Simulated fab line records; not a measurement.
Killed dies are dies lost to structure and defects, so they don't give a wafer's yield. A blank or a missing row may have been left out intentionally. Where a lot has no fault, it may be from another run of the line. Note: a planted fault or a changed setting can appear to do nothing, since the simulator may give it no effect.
2 desks looking at one fault    flow berkeley cmos170    only its own numbers are on each desk; what lay behind them is given at the end

## AT THE METROLOGY DESK
What the gauges read for every lot (on any tool): the sampled wafers with a number, averaged. Any lot whose mean is over 4 standard deviations away from the usual mean is out of limits and marked OUT; that distance is given in the brackets.
Columns: A = NSD_OVL at UCB170_NSD_OVL_MEAS_07, usual 0 nm; B = M1_AL_THK at UCB170_M1_THK_MEAS_02, usual 603 nm; C = M2_AL_RS at UCB170_M2_RS_MEAS_02, usual 0.0321 ohm/sq; D = M2_AL_THK at UCB170_M2_THK_MEAS_03, usual 902 nm
lot   first seen here  A    B    C       D
L687  day 6 04:31      -6   593  0.0319  908
L689  day 6 20:21      -0   606  0.0316  926
L688  day 6 20:35      -11  599  0.0318  909
L690  day 7 07:31      5    598  0.0321  904
L692  day 7 20:01      -4   608  0.0317  918
L693  day 7 20:16      1    590  0.0323  891
L697  day 9 05:18      -1   593  0.0324  903
L699  day 9 05:31      1    602  0.0317  914
L698  day 9 10:41      -1   610  0.0314  923
L703  day 10 03:37     1    601  0.0326  898
L704  day 10 10:42     3    595  0.0323  897
L707  day 10 21:16     0    597  0.0316  916
L708  day 11 11:08     8    597  0.0318  903
Result from this desk: across the 13 lots, nothing is out of limits.

## FOR THE TOOL OWNER'S DESK: pvd sputter-01
The tool's own readings at UCB170_M2_SPUTTER_01 (material Al, target thk 900 nm, time 120 s): means of the sampled wafers that have a number, for each lot that ran on this tool. Any lot whose mean is over 4 standard deviations away from the usual mean is out of limits and marked OUT; that distance is given in the brackets.
Columns: A = cathode dc power W at UCB170_M2_SPUTTER_01, usual 5999.8 W; B = throttle valve pct at UCB170_M2_SPUTTER_01, usual 29.8 %
lot   first seen here  A       B
L697  day 9 22:39      6000.0  29.0
L698  day 10 04:07     5999.9  29.2
Result from this desk: across the 2 lots, nothing is out of limits.

## BROUGHT TOGETHER
Metrology desk: nothing out of limits seen.
The tool owner's desk saw nothing out of limits.

## WHAT THE SIMULATOR HAD PUT IN
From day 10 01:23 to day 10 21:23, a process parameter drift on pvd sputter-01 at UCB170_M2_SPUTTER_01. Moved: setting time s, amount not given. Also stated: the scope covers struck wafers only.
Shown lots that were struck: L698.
